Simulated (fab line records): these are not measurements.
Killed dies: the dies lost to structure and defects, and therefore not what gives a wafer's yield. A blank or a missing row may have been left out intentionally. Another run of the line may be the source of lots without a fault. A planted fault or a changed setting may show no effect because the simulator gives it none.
fab line records ; flow rit-cmos
record lots=6; wafers=18; last-day=7
route steps=202 shown SPACER@127 NSD@131 PSD@142 SDANNEAL@153 PLDD@159 M1@202
lots untouched by any fault: they come from a run of this same line in which no faults occurred
start-h: hours from the record's opening day to when the first of the lot's shown wafers began ; wait-h: how many hours have passed since the lot's step before this one ; " repeats the value in the row above ; L1.1+2: a row that stands for several wafers ; - no value present, or no start provided ; * or withheld: withheld ; < > ~ a bound
route shown NAME@n: NAME is a module with steps in the file, n the number in the route of the first one ; usual: the fault-free wafers' mean and standard deviation ; same: alike in all rows ; chamber/n: place in a boat ; sites: each site's reading ; _std_site: how widely they spread, as a standard deviation ; _edge_site: the outer-site mean with the inner-site mean subtracted ; radius-mm: how far each site lies from the wafer's centre ; mask NAME#n: copy n ; behind: tool/chamber where the wafer was last shaped ; hold: the reason the lot was held/the length of the hold in hours/how it ended ; device: the n, p or np transistor that did not switch ; end of line: the same wafers' tests at the end of the route ; for a step that has no rows: nothing shown but its recipe ; killed: not the wafer's yield, but the dies lost to structure and defects at the first sort ; map: per-die view of a wafer (x killed, . not killed, _ where there is no die)
set.NAME: the setting that was run; set.NAME@STEP: the one run at that earlier step ; model.NAME: the simulator's own value behind a step, which no gauge read
certain route steps with their lots: each step a table, each wafer a row
services: a tool's chamber out of use, with start hour (start-h, from the record's first day; less than 0 if before it), hours out, and reason
## steps
# step RIT_SPACER_CLEAN_02
# recipe chemistry=SC2; mix=3:3:50; time-s=600; temp-c=75; dry=n2-spin
# step RIT_SPACER_CVD_03
# recipe material=Si3N4; target-thk-nm=250; temp-c=810; precursor=SiH2Cl2/NH3; time-s=3300; pressure-mtorr=300; sih2cl2-flow-sccm=60; nh3-flow-sccm=150
# step RIT_SPACER_THK_MEAS_04
# recipe reads=Si3N4_of_SPACER_CVD_03
# usual SPACER_NITRIDE_THK=250.7/2.1
lot.wafer;tool;chamber;start-h;wait-h;SPACER_NITRIDE_THK[nm]
L364.4;film-metro-04;-;50.43;0.0;249.8
L364.5;film-metro-04;-;50.43;0.0;250.8
L364.6;film-metro-04;-;50.43;0.0;250.0
L369.2;film-metro-04;-;77.65;0.0;249.9
L369.3;film-metro-04;-;77.65;0.0;250.6
L369.5;film-metro-04;-;77.65;0.0;250.8
L380.1;film-metro-03;-;127.56;0.0;251.5
L380.3;film-metro-03;-;127.56;0.0;251.6
L380.6;film-metro-03;-;127.56;0.0;252.4
L381.1;film-metro-04;-;136.30;0.0;249.2
L381.2;film-metro-04;-;136.30;0.0;249.4
L381.4;film-metro-04;-;136.30;0.0;250.0
L382.3;film-metro-03;-;142.58;0.0;248.3
L382.4;film-metro-03;-;142.58;0.0;248.5
L382.6;film-metro-03;-;142.58;0.0;248.5
L385.2;film-metro-04;-;157.18;0.0;246.8
L385.4;film-metro-04;-;157.18;0.0;247.8
L385.5;film-metro-04;-;157.18;0.0;247.9
# step RIT_SPACER_ETCHBACK_05
# recipe target-depth-a=2500; SF6_flow_sccm=30; CHF3_flow_sccm=30; target=Si3N4; chemistry=SF6/CHF3; pressure-mtorr=40; rf-w=250; time-s=240; stop-on=SiO2
# usual SF6_flow_sccm=30.00/0.085; chamber-pressure-mTorr=40.00/0.038; drypump-motor-current-A=6.0/0.49; oes-product-au=0.846/0.011; rf-fwd-power-W=249.2/0.74; throttle-valve-pct=10.22/0.15
# same time-s=240
lot.wafer;tool;chamber;start-h;wait-h;SF6_flow_sccm;chamber-pressure-mTorr;drypump-motor-current-A;oes-product-au;rf-fwd-power-W;rf-hours-counter-h;throttle-valve-pct
L364.4;rie-diel-01;1;50.46;0.0;30.15;39.94;5.7;0.845;249.1;5;10.10
L364.5;rie-diel-01;3;50.46;0.0;29.97;39.98;6.0;0.842;249.2;-;10.34
L364.6;rie-diel-01;0;50.46;0.0;29.89;40.02;6.4;0.845;248.0;-;9.98
L369.2;rie-diel-02;2;77.70;0.0;29.94;40.05;6.6;0.822;248.8;143;10.17
L369.3;rie-diel-02;1;77.70;0.0;30.02;40.01;5.6;0.845;249.5;38;10.37
L369.5;rie-diel-02;0;77.70;0.0;29.96;40.00;5.9;0.847;248.5;-;10.51
L380.1;rie-diel-03;3;127.62;0.1;30.17;39.97;5.4;0.854;249.4;125;10.18
L380.3;rie-diel-03;0;127.62;0.1;30.05;40.09;6.7;0.854;248.9;5;10.22
L380.6;rie-diel-03;1;127.62;0.1;30.07;40.00;6.0;0.846;249.2;-;10.33
L381.1;rie-diel-01;2;136.36;0.1;29.87;40.01;5.6;0.823;250.1;33;10.52
L381.2;rie-diel-01;1;136.36;0.1;30.07;39.93;5.7;0.840;248.9;6;10.12
L381.4;rie-diel-01;3;136.36;0.1;29.99;39.97;6.0;0.847;248.1;144;10.32
L382.3;rie-diel-03;2;142.62;0.0;30.02;40.01;6.5;0.834;249.9;83;10.09
L382.4;rie-diel-03;3;142.62;0.0;30.05;40.04;5.4;0.842;248.8;125;10.18
L382.6;rie-diel-03;1;142.62;0.0;30.04;39.98;6.0;0.832;248.8;-;10.33
L385.2;rie-diel-03;3;157.23;0.0;30.02;39.97;5.3;0.840;248.3;125;10.16
L385.4;rie-diel-03;2;157.23;0.0;29.88;39.99;6.5;0.843;250.6;83;10.07
L385.5;rie-diel-03;1;157.23;0.0;30.00;40.00;6.0;0.837;249.7;-;10.31
# step RIT_NSD_HMDS_00
# recipe prime-time-s=60; prime-temp-c=140
# step RIT_NSD_COAT_01
# recipe resist=NOVOLAK; spin-rpm=3250; resist-thk-nm=1000
# step RIT_NSD_SOFTBAKE_02
# recipe resist=NOVOLAK; temp-c=90; time-s=60
# step RIT_NSD_EXPOSE_03
# recipe mask-id=M9; na=0.57; target-cd-nm=40700; dose-mj=250
# step RIT_NSD_PEB_04
# recipe resist=NOVOLAK; temp-c=withheld; time-s=withheld
# step RIT_NSD_DEVELOP_05
# recipe resist=NOVOLAK; develop-time-s=50; dev-temp-c=23
# step RIT_NSD_OVL_MEAS_06
# usual NSD_OVL=-0.8/1.2
lot.wafer;tool;chamber;start-h;wait-h;NSD_OVL[nm]
L364.4;overlay-02;-;51.60;-;0.7
L364.5;overlay-02;-;51.60;-;-0.3
L364.6;overlay-02;-;51.60;-;3.0
L369.2;overlay-02;-;78.71;-;-1.0
L369.3;overlay-02;-;78.71;-;1.4
L369.5;overlay-02;-;78.71;-;-1.0
L380.1;overlay-01;-;128.62;-;0.1
L380.3;overlay-01;-;128.62;-;0.0
L380.6;overlay-01;-;128.62;-;1.2
L381.1;overlay-01;-;137.49;-;0.1
L381.2;overlay-01;-;137.49;-;1.1
L381.4;overlay-01;-;137.49;-;-1.7
L382.3;overlay-02;-;143.75;-;-2.0
L382.4;overlay-02;-;143.75;-;-2.7
L382.6;overlay-02;-;143.75;-;0.2
L385.2;overlay-02;-;158.53;-;-0.7
L385.4;overlay-02;-;158.53;-;-1.5
L385.5;overlay-02;-;158.53;-;-2.5
# step RIT_NSD_HARDBAKE_07
# recipe resist=NOVOLAK; temp-c=140; time-s=60
# step RIT_NSD_IMPLANT_08
# recipe species=P; energy-kev=25; dose-cm2=1e+15; tilt-deg=7
# usual beam-on-s=10.00/0.19; faraday-current-uA=3132/62
lot.wafer;tool;chamber;start-h;wait-h;beam-on-s;faraday-current-uA
L364.4;implanter-01;0;51.85;0.1;10.28;3048
L364.5;implanter-01;0;51.85;0.1;10.03;3139
L364.6;implanter-01;0;51.85;0.1;9.82;3206
L369.2;implanter-03;0;78.92;0.1;9.67;3226
L369.3;implanter-03;0;78.92;0.1;10.17;3073
L369.5;implanter-03;0;78.92;0.1;10.29;3049
L380.1;implanter-03;0;128.80;0.1;14.53;2149
L380.3;implanter-03;0;128.80;0.1;14.45;2163
L380.6;implanter-03;0;128.80;0.1;14.61;2153
L381.1;implanter-03;0;137.68;0.1;14.40;2175
L381.2;implanter-03;0;137.68;0.1;14.30;2200
L381.4;implanter-03;0;137.68;0.1;14.13;2233
L382.3;implanter-01;0;143.98;0.1;9.92;3167
L382.4;implanter-01;0;143.98;0.1;9.94;3155
L382.6;implanter-01;0;143.98;0.1;9.76;3206
L385.2;implanter-04;0;158.74;0.1;10.24;3059
L385.4;implanter-04;0;158.74;0.1;10.05;3096
L385.5;implanter-04;0;158.74;0.1;10.10;3105
# step RIT_NSD_STRIP_09
# recipe chemistry=O2; time-s=180; resist=NOVOLAK; platen-temp-c=withheld; power-w=500; pressure-mtorr=4000; o2-flow-sccm=4000
# usual chamber-pressure-mTorr=4000/3.2; drypump-motor-current-A=5.93/0.29
# same time-s=180
lot.wafer;tool;chamber;start-h;wait-h;chamber-pressure-mTorr;drypump-motor-current-A;rf-hours-counter-h
L364.4;plasma-asher-04;0;51.98;0.1;3996;6.28;-
L364.5;plasma-asher-04;1;51.98;0.1;4001;5.60;-
L364.6;plasma-asher-04;0;51.98;0.1;3999;6.30;-
L369.2;plasma-asher-01;1;79.04;0.1;3998;6.09;39
L369.3;plasma-asher-01;1;79.04;0.1;4000;6.08;-
L369.5;plasma-asher-01;0;79.04;0.1;3999;5.55;-
L380.1;plasma-asher-03;0;128.95;0.1;4009;5.94;52
L380.3;plasma-asher-03;0;128.95;0.1;3998;5.95;-
L380.6;plasma-asher-03;0;128.95;0.1;4000;5.94;-
L381.1;plasma-asher-03;1;137.83;0.1;3994;6.31;53
L381.2;plasma-asher-03;0;137.83;0.1;4004;5.93;53
L381.4;plasma-asher-03;1;137.83;0.1;4000;6.29;-
L382.3;plasma-asher-03;0;144.14;0.1;4005;5.94;-
L382.4;plasma-asher-03;1;144.14;0.1;4005;6.29;-
L382.6;plasma-asher-03;0;144.14;0.1;3999;5.94;-
L385.2;plasma-asher-01;1;158.86;0.1;3997;6.09;5
L385.4;plasma-asher-01;0;158.86;0.1;4004;5.57;-
L385.5;plasma-asher-01;1;158.86;0.1;3998;6.09;-
# step RIT_NSD_TW_MEAS_10
# usual NSD_TW=3132/28
lot.wafer;tool;chamber;start-h;wait-h;NSD_TW
L364.4;film-metro-02;-;52.13;0.1;3109
L364.5;film-metro-02;-;52.13;0.1;3097
L364.6;film-metro-02;-;52.13;0.1;3104
L369.2;film-metro-02;-;79.23;0.1;3110
L369.3;film-metro-02;-;79.23;0.1;3093
L369.5;film-metro-02;-;79.23;0.1;3089
L380.1;film-metro-01;-;129.13;0.1;3334
L380.3;film-metro-01;-;129.13;0.1;3322
L380.6;film-metro-01;-;129.13;0.1;3321
L381.1;film-metro-03;-;138.00;0.1;3392
L381.2;film-metro-03;-;138.00;0.1;3389
L381.4;film-metro-03;-;138.00;0.1;3406
L382.3;film-metro-03;-;144.27;0.1;3140
L382.4;film-metro-03;-;144.27;0.1;3147
L382.6;film-metro-03;-;144.27;0.1;3120
L385.2;film-metro-03;-;159.05;0.1;3130
L385.4;film-metro-03;-;159.05;0.1;3146
L385.5;film-metro-03;-;159.05;0.1;3126
# step RIT_PSD_HMDS_00
# recipe prime-time-s=60; prime-temp-c=140
# step RIT_PSD_COAT_01
# recipe resist=NOVOLAK; spin-rpm=3250; resist-thk-nm=1000
# step RIT_PSD_SOFTBAKE_02
# recipe resist=NOVOLAK; temp-c=90; time-s=60
# step RIT_PSD_EXPOSE_03
# recipe mask-id=M10; na=0.57; target-cd-nm=40900; dose-mj=250
# step RIT_PSD_PEB_04
# recipe resist=NOVOLAK; temp-c=withheld; time-s=withheld
# step RIT_PSD_DEVELOP_05
# recipe resist=NOVOLAK; develop-time-s=50; dev-temp-c=23
# step RIT_PSD_OVL_MEAS_06
# usual PSD_OVL=0.5/1.4
lot.wafer;tool;chamber;start-h;wait-h;PSD_OVL[nm]
L364.4;overlay-02;-;53.03;-;-0.8
L364.5;overlay-02;-;53.03;-;-1.1
L364.6;overlay-02;-;53.03;-;0.0
L369.2;overlay-01;-;80.13;-;1.2
L369.3;overlay-01;-;80.13;-;0.7
L369.5;overlay-01;-;80.13;-;1.5
L380.1;overlay-02;-;130.04;-;-0.9
L380.3;overlay-02;-;130.04;-;-2.1
L380.6;overlay-02;-;130.04;-;-1.0
L381.1;overlay-01;-;139.04;-;0.8
L381.2;overlay-01;-;139.04;-;-0.8
L381.4;overlay-01;-;139.04;-;-0.1
L382.3;overlay-01;-;145.37;-;2.3
L382.4;overlay-01;-;145.37;-;1.4
L382.6;overlay-01;-;145.37;-;0.4
L385.2;overlay-01;-;160.01;-;-0.5
L385.4;overlay-01;-;160.01;-;1.0
L385.5;overlay-01;-;160.01;-;-1.1
# step RIT_PSD_HARDBAKE_07
# recipe resist=NOVOLAK; temp-c=140; time-s=60
# step RIT_PSD_IMPLANT_08
# recipe species=BF2; energy-kev=27; dose-cm2=5e+15; tilt-deg=7
# step RIT_PSD_STRIP_09
# recipe chemistry=O2; time-s=180; resist=NOVOLAK; platen-temp-c=withheld; power-w=500; pressure-mtorr=4000; o2-flow-sccm=4000
# usual chamber-pressure-mTorr=4000/3.8; drypump-motor-current-A=6.00/0.24
# same time-s=180
lot.wafer;tool;chamber;start-h;wait-h;chamber-pressure-mTorr;drypump-motor-current-A;rf-hours-counter-h
L364.4;plasma-asher-02;0;53.40;0.1;3999;5.97;-
L364.5;plasma-asher-02;0;53.40;0.1;3996;5.93;-
L364.6;plasma-asher-02;1;53.40;0.1;4002;5.87;-
L369.2;plasma-asher-03;0;80.46;0.1;3999;5.91;47
L369.3;plasma-asher-03;0;80.46;0.1;4005;5.94;-
L369.5;plasma-asher-03;0;80.46;0.1;4005;5.93;-
L380.1;plasma-asher-03;0;130.37;0.1;4005;5.95;53
L380.3;plasma-asher-03;0;130.37;0.1;4000;5.96;-
L380.6;plasma-asher-03;1;130.37;0.1;3998;6.30;-
L381.1;plasma-asher-03;1;139.37;0.1;4002;6.30;54
L381.2;plasma-asher-03;0;139.37;0.1;4001;5.94;54
L381.4;plasma-asher-03;1;139.37;0.1;4006;6.28;-
L382.3;plasma-asher-02;0;145.75;0.1;4000;5.91;-
L382.4;plasma-asher-02;1;145.75;0.1;3998;5.88;-
L382.6;plasma-asher-02;0;145.75;0.1;3997;5.95;-
L385.2;plasma-asher-02;0;160.34;0.1;3998;5.95;53
L385.4;plasma-asher-02;1;160.34;0.1;4001;5.83;-
L385.5;plasma-asher-02;1;160.34;0.1;3997;5.87;-
# step RIT_PSD_TW_MEAS_10
# usual PSD_TW=3436/29
lot.wafer;tool;chamber;start-h;wait-h;PSD_TW
L364.4;film-metro-02;-;53.55;0.1;3411
L364.5;film-metro-02;-;53.55;0.1;3420
L364.6;film-metro-02;-;53.55;0.1;3419
L369.2;film-metro-02;-;80.65;0.1;3422
L369.3;film-metro-02;-;80.65;0.1;3410
L369.5;film-metro-02;-;80.65;0.1;3412
L380.1;film-metro-03;-;130.55;0.1;3489
L380.3;film-metro-03;-;130.55;0.1;3491
L380.6;film-metro-03;-;130.55;0.1;3496
L381.1;film-metro-03;-;139.55;0.1;3479
L381.2;film-metro-03;-;139.55;0.1;3469
L381.4;film-metro-03;-;139.55;0.1;3493
L382.3;film-metro-02;-;145.89;0.1;3388
L382.4;film-metro-02;-;145.89;0.1;3408
L382.6;film-metro-02;-;145.89;0.1;3399
L385.2;film-metro-03;-;160.53;0.1;3452
L385.4;film-metro-03;-;160.53;0.1;3456
L385.5;film-metro-03;-;160.53;0.1;3441
# step RIT_SDANNEAL_CLEAN_00
# recipe chemistry=SC1; mix=3:3:50; time-s=600; temp-c=75
# step RIT_SDANNEAL_CLEAN_01
# recipe chemistry=dHF; dilution=50:1; time-s=30
# step RIT_SDANNEAL_CLEAN_02
# recipe chemistry=SC2; mix=3:3:50; time-s=600; temp-c=75; dry=n2-spin
# step RIT_SDANNEAL_RTA_03
# recipe temp-c=1050; time-s=5; idle-temp-c=600; ramp-up-c-per-s=342; ramp-down-c-per-s=171; cool-to-c=600; ambient=N2
# usual wafer_temp_C_max=1053.6/1.1
# same time-s=5
lot.wafer;tool;chamber;start-h;wait-h;wafer_temp_C_max
L364.4;rtp-anneal-01;0;54.32;0.0;1054.4
L364.5;rtp-anneal-01;0;54.32;0.0;1051.8
L364.6;rtp-anneal-01;0;54.32;0.0;1054.8
L369.2;rtp-anneal-02;0;81.11;0.0;1052.1
L369.3;rtp-anneal-02;0;81.11;0.0;1052.3
L369.5;rtp-anneal-02;0;81.11;0.0;1053.8
L380.1;rtp-anneal-01;0;131.15;0.0;1052.5
L380.3;rtp-anneal-01;0;131.15;0.0;1054.4
L380.6;rtp-anneal-01;0;131.15;0.0;1053.8
L381.1;rtp-anneal-02;0;140.17;0.0;1053.8
L381.2;rtp-anneal-02;0;140.17;0.0;1053.7
L381.4;rtp-anneal-02;0;140.17;0.0;1053.0
L382.3;rtp-anneal-01;0;146.68;0.0;1054.2
L382.4;rtp-anneal-01;0;146.68;0.0;1052.9
L382.6;rtp-anneal-01;0;146.68;0.0;1052.9
L385.2;rtp-anneal-02;0;160.97;0.0;1052.7
L385.4;rtp-anneal-02;0;160.97;0.0;1052.9
L385.5;rtp-anneal-02;0;160.97;0.0;1053.9
# step RIT_SDANNEAL_RS_MEAS_04
# recipe thk-meas-gauge=four-point-probe
# usual PSD_RS=116.14/0.29
lot.wafer;tool;chamber;start-h;wait-h;PSD_RS[ohm/sq]
L364.4;film-metro-03;-;54.41;0.1;116.37
L364.5;film-metro-03;-;54.41;0.1;115.83
L364.6;film-metro-03;-;54.41;0.1;116.43
L369.2;film-metro-03;-;81.18;0.1;115.90
L369.3;film-metro-03;-;81.18;0.1;115.83
L369.5;film-metro-03;-;81.18;0.1;115.66
L380.1;film-metro-01;-;131.21;0.0;116.78
L380.3;film-metro-01;-;131.21;0.0;116.47
L380.6;film-metro-01;-;131.21;0.0;116.66
L381.1;film-metro-03;-;140.28;0.1;116.77
L381.2;film-metro-03;-;140.28;0.1;116.42
L381.4;film-metro-03;-;140.28;0.1;116.28
L382.3;film-metro-02;-;146.76;0.1;116.04
L382.4;film-metro-02;-;146.76;0.1;115.89
L382.6;film-metro-02;-;146.76;0.1;115.80
L385.2;film-metro-01;-;161.04;0.1;116.13
L385.4;film-metro-01;-;161.04;0.1;116.13
L385.5;film-metro-01;-;161.04;0.1;115.88
# step RIT_SDANNEAL_RS_MEAS_05
# recipe thk-meas-gauge=four-point-probe
# usual NSD_RS=84.66/0.29
lot.wafer;tool;chamber;start-h;wait-h;NSD_RS[ohm/sq]
L364.4;film-metro-03;-;54.53;0.1;85.18
L364.5;film-metro-03;-;54.53;0.1;85.08
L364.6;film-metro-03;-;54.53;0.1;84.71
L369.2;film-metro-03;-;81.30;0.1;84.79
L369.3;film-metro-03;-;81.30;0.1;84.31
L369.5;film-metro-03;-;81.30;0.1;84.41
L380.1;film-metro-01;-;131.33;0.1;64.72
L380.3;film-metro-01;-;131.33;0.1;64.74
L380.6;film-metro-01;-;131.33;0.1;64.58
L381.1;film-metro-03;-;140.40;0.1;64.49
L381.2;film-metro-03;-;140.40;0.1;64.47
L381.4;film-metro-03;-;140.40;0.1;64.42
L382.3;film-metro-02;-;146.88;0.1;84.56
L382.4;film-metro-02;-;146.88;0.1;84.54
L382.6;film-metro-02;-;146.88;0.1;84.42
L385.2;film-metro-01;-;161.16;0.1;84.77
L385.4;film-metro-01;-;161.16;0.1;84.88
L385.5;film-metro-01;-;161.16;0.1;84.88
# step RIT_SDANNEAL_RS_MEAS_06
# recipe thk-meas-gauge=four-point-probe
# usual PLDD_RS=179.0/0.46
lot.wafer;tool;chamber;start-h;wait-h;PLDD_RS[ohm/sq]
L364.4;film-metro-03;-;54.65;0.1;179.2
L364.5;film-metro-03;-;54.65;0.1;179.0
L364.6;film-metro-03;-;54.65;0.1;179.2
L369.2;film-metro-03;-;81.42;0.1;179.0
L369.3;film-metro-03;-;81.42;0.1;178.9
L369.5;film-metro-03;-;81.42;0.1;179.0
L380.1;film-metro-01;-;131.45;0.1;179.4
L380.3;film-metro-01;-;131.45;0.1;179.7
L380.6;film-metro-01;-;131.45;0.1;179.6
L381.1;film-metro-03;-;140.52;0.1;179.0
L381.2;film-metro-03;-;140.52;0.1;178.6
L381.4;film-metro-03;-;140.52;0.1;178.6
L382.3;film-metro-02;-;147.00;0.1;178.8
L382.4;film-metro-02;-;147.00;0.1;179.1
L382.6;film-metro-02;-;147.00;0.1;179.1
L385.2;film-metro-01;-;161.28;0.1;179.4
L385.4;film-metro-01;-;161.28;0.1;179.2
L385.5;film-metro-01;-;161.28;0.1;179.1
# step RIT_M1_PROBE_99
# usual killed-at-contacts=0.1/0.31; killed-at-front-end=7/3; killed-dies=7/3; killed-on-rim=1.8/1.2; killed-open=3.2/1.9; killed-short=3.6/2.2
# same gross-dies=264; killed_at_M0_to_M3=0; killed_at_M4_up=0; killed-at-back-side=0; killed-at-other=0
lot.wafer;tool;chamber;start-h;wait-h;killed-at-contacts;killed-at-front-end;killed-dies;killed-on-rim;killed-open;killed-short;model.etest.nmos_0p3.r-on-ohm-um;model.etest.nmos_0p15.r-on-ohm-um;model.etest.contact-nplus.end-ohm-um;model.etest.nmos-narrow.drive-ua-um;model.etest.nmos_0p3.drive-ua-um;model.etest.npoly-line.rs-ohm-sq;model.etest.nmos_0p15.tox-inv-nm;model.etest.nmos_0p15.junction-log10-a-um
L364.4;prober-02;-;62.01;0.2;0;11;11;2;6;5;2102;1091;41.65;236.9;235.1;16.98;4.429;-13.43
L364.5;prober-02;-;62.06;0.2;0;7;7;2;5;2;2105;1106;42.35;241.6;237.9;17.01;4.396;-13.53
L364.6;prober-02;-;62.11;0.2;0;2;2;0;0;2;2099;1086;41.7;236.3;234.4;17.07;4.422;-13.51
L369.2;prober-01;-;88.81;0.1;0;7;7;2;4;3;2123;1112;42.87;234.3;231.1;17.11;4.374;-13.48
L369.3;prober-01;-;88.86;0.2;0;10;10;2;5;5;2130;1112;40.97;233.6;232.4;17.16;4.357;-13.7
L369.5;prober-01;-;88.96;0.2;0;10;10;3;5;5;2137;1102;40.94;233;231;17.19;4.395;-13.62
L380.1;prober-02;-;138.99;0.1;0;9;9;1;4;5;2115;1125;26.75;232.4;233.8;16.57;4.319;-13.6
L380.3;prober-02;-;139.09;0.2;0;14;14;2;5;9;2078;1104;26.59;238.4;234;16.67;4.303;-13.62
L380.6;prober-02;-;139.24;0.2;0;8;8;3;4;4;2078;1105;26.35;231.4;233.1;16.36;4.33;-13.49
L381.1;prober-01;-;147.92;0.1;0;10;10;2;7;3;2011;1027;25.58;243.6;247.2;16.9;4.194;-13.73
L381.2;prober-01;-;147.97;0.1;1;6;7;0;5;2;2009;1025;25.63;238.3;241.9;16.65;4.219;-13.82
L381.4;prober-01;-;148.07;0.2;0;10;10;4;6;4;2041;1048;25.97;232.3;240.5;16.72;4.246;-13.68
L382.3;prober-02;-;154.36;0.2;0;6;6;2;2;4;2100;1101;43.07;226.5;234.1;16.84;4.404;-13.52
L382.4;prober-02;-;154.41;0.2;0;8;8;1;1;7;2130;1124;44.64;227.4;231.4;16.85;4.399;-13.23
L382.6;prober-02;-;154.51;0.2;0;6;6;1;3;3;2127;1086;43.86;227.3;230.9;16.87;4.436;-13.45
L385.2;prober-01;-;168.49;0.1;0;10;10;6;5;5;2132;1121;42.02;235.8;235.8;16.89;4.369;-13.62
L385.4;prober-01;-;168.59;0.2;0;12;12;5;4;8;2133;1126;42.82;236;235.7;16.91;4.332;-13.68
L385.5;prober-01;-;168.64;0.2;0;5;5;2;3;2;2115;1148;42.93;237.6;238.7;16.96;4.328;-13.58
# killed by level:class
L364.4 GATE:geometric-particle:short=3 REOX:geometric-particle:open=3 REOX:geometric-particle:short=2 SILICIDE:geometric-particle:open=2 FOX2:geometric-particle:open=1
L364.5 GATE:geometric-particle:open=2 REOX:geometric-particle:open=2 GATE:geometric-particle:short=1 SPACER:geometric-particle:open=1 SILICIDE:geometric-particle:short=1
L364.6 REOX:geometric-particle:short=1 SILICIDE:geometric-particle:short=1
L369.2 FOX1:geometric-particle:open=2 FOX1:geometric-particle:short=2 GATE:geometric-particle:open=2 GATE:geometric-particle:short=1
L369.3 GATE:geometric-particle:open=2 SPACER:geometric-particle:short=2 SPACER:geometric-particle:open=2 FOX2:geometric-particle:short=1 GATE:geometric-particle:short=1 REOX:geometric-particle:short=1 REOX:geometric-particle:open=1
L369.5 GATE:geometric-particle:open=2 GATE:geometric-particle:short=2 FOX2:geometric-particle:short=1 FOX2:geometric-particle:open=1 SPACER:geometric-particle:open=1 SPACER:geometric-particle:short=1 SILICIDE:geometric-particle:short=1 SILICIDE:geometric-particle:open=1
L380.1 GATE:geometric-particle:open=3 GATE:geometric-particle:short=3 ACTIVE:geometric-particle:short=1 FOX1:geometric-particle:open=1 SILICIDE:geometric-particle:short=1
L380.3 GATE:geometric-particle:short=4 SPACER:geometric-particle:short=4 GATE:geometric-particle:open=3 SPACER:geometric-particle:open=2 REOX:geometric-particle:short=1
L380.6 REOX:geometric-particle:open=3 GATE:geometric-particle:short=2 FOX1:geometric-particle:open=1 REOX:geometric-particle:short=1 SPACER:geometric-particle:short=1
L381.1 GATE:geometric-particle:open=5 GATE:geometric-particle:short=3 FOX1:geometric-particle:open=2
L381.2 FOX1:geometric-particle:open=2 GATE:geometric-particle:open=2 GATE:geometric-particle:short=1 SILICIDE:geometric-particle:short=1 CONTACT:geometric-particle:open=1
L381.4 FOX1:geometric-particle:open=3 SILICIDE:geometric-particle:open=3 GATE:geometric-particle:short=2 FOX1:geometric-particle:short=1 REOX:geometric-particle:short=1
L382.3 REOX:geometric-particle:short=2 GATE:geometric-particle:short=1 REOX:geometric-particle:open=1 SPACER:geometric-particle:short=1 SPACER:geometric-particle:open=1
L382.4 SPACER:geometric-particle:short=4 FOX2:geometric-particle:short=1 FOX2:geometric-particle:open=1 GATE:geometric-particle:short=1 REOX:geometric-particle:short=1
L382.6 REOX:geometric-particle:open=3 GATE:geometric-particle:short=2 FOX2:geometric-particle:short=1
L385.2 GATE:geometric-particle:short=3 GATE:geometric-particle:open=3 REOX:geometric-particle:short=1 REOX:geometric-particle:open=1 SPACER:geometric-particle:short=1 SPACER:geometric-particle:open=1
L385.4 FOX2:geometric-particle:short=2 GATE:geometric-particle:open=2 SPACER:geometric-particle:open=2 SILICIDE:geometric-particle:short=2 ACTIVE:geometric-particle:short=1 FOX1:geometric-particle:short=1 GATE:geometric-particle:short=1 SPACER:geometric-particle:short=1
L385.5 GATE:geometric-particle:open=2 GATE:geometric-particle:short=2 REOX:geometric-particle:open=1
## services
tool;chamber;start-h;hours;kind
implanter-04;-;30.25;0.6;repair
rie-diel-02;1;50.83;7.6;repair
rie-diel-03;0;53.04;12.4;repair
rie-diel-01;2;54.92;3.1;repair
plasma-asher-04;-;84.26;1.3;repair
rie-diel-03;1;101.81;-;clean
rie-diel-03;1;101.81;13.4;scheduled-down
rie-diel-03;1;101.81;13.4;vent-cycle
plasma-asher-04;-;103.48;2.8;pm
rie-diel-02;3;105.16;7.2;repair
plasma-asher-01;-;108.75;9.0;pm
plasma-asher-01;0;108.75;9.0;vent-cycle
plasma-asher-01;1;108.75;9.0;vent-cycle
rie-diel-02;1;109.64;7.4;repair
implanter-04;-;111.99;1.2;repair
plasma-asher-01;0;117.75;-;clean
plasma-asher-01;1;117.75;-;clean
implanter-03;-;118.92;0.6;repair
implanter-04;-;134.68;5.6;repair
plasma-asher-03;-;147.35;23.8;pm
implanter-03;-;156.60;2.6;repair
plasma-asher-04;-;158.75;0.6;repair
rie-diel-01;0;159.63;3.8;repair
## key
first-sign step=RIT_NSD_IMPLANT_08; reading=beam-on-s; direction=up; sigmas=23; usual=10.00; struck=14.40
effect step=RIT_NSD_IMPLANT_08; reading=faraday-current-uA; direction=down; sigmas=15; usual=3132; struck=2179
effect step=RIT_NSD_TW_MEAS_10; reading=NSD_TW; direction=up; sigmas=8; usual=3132; struck=3361
effect step=RIT_SDANNEAL_RS_MEAS_05; reading=NSD_RS; direction=down; sigmas=70; usual=84.66; struck=64.57
model-effect step=RIT_M1_PROBE_99; value=etest.nmos_0p3.r-on-ohm-um; without=2184; struck=2055
met-at RIT_NSD_IMPLANT_08
struck-wafers L380.1,L380.3,L380.6,L381.1,L381.2,L381.4
tester-left-out L380,L381
onset-between 78.92 128.80
fault kind=process-parameter-drift; tool=implanter-03; chamber=-; onset-h=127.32; steps=RIT_NSD_IMPLANT_08; channel=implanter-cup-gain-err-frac; offset=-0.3; shape=step; end-h=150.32
# tester-left-out: of these lots the tester's yield and bins aren't shown, on N5 and GAA mostly nor the transistor test; their killed dies are dies lost to structure and defects alone, not to doping, threshold or leakage, so they don't give the yield
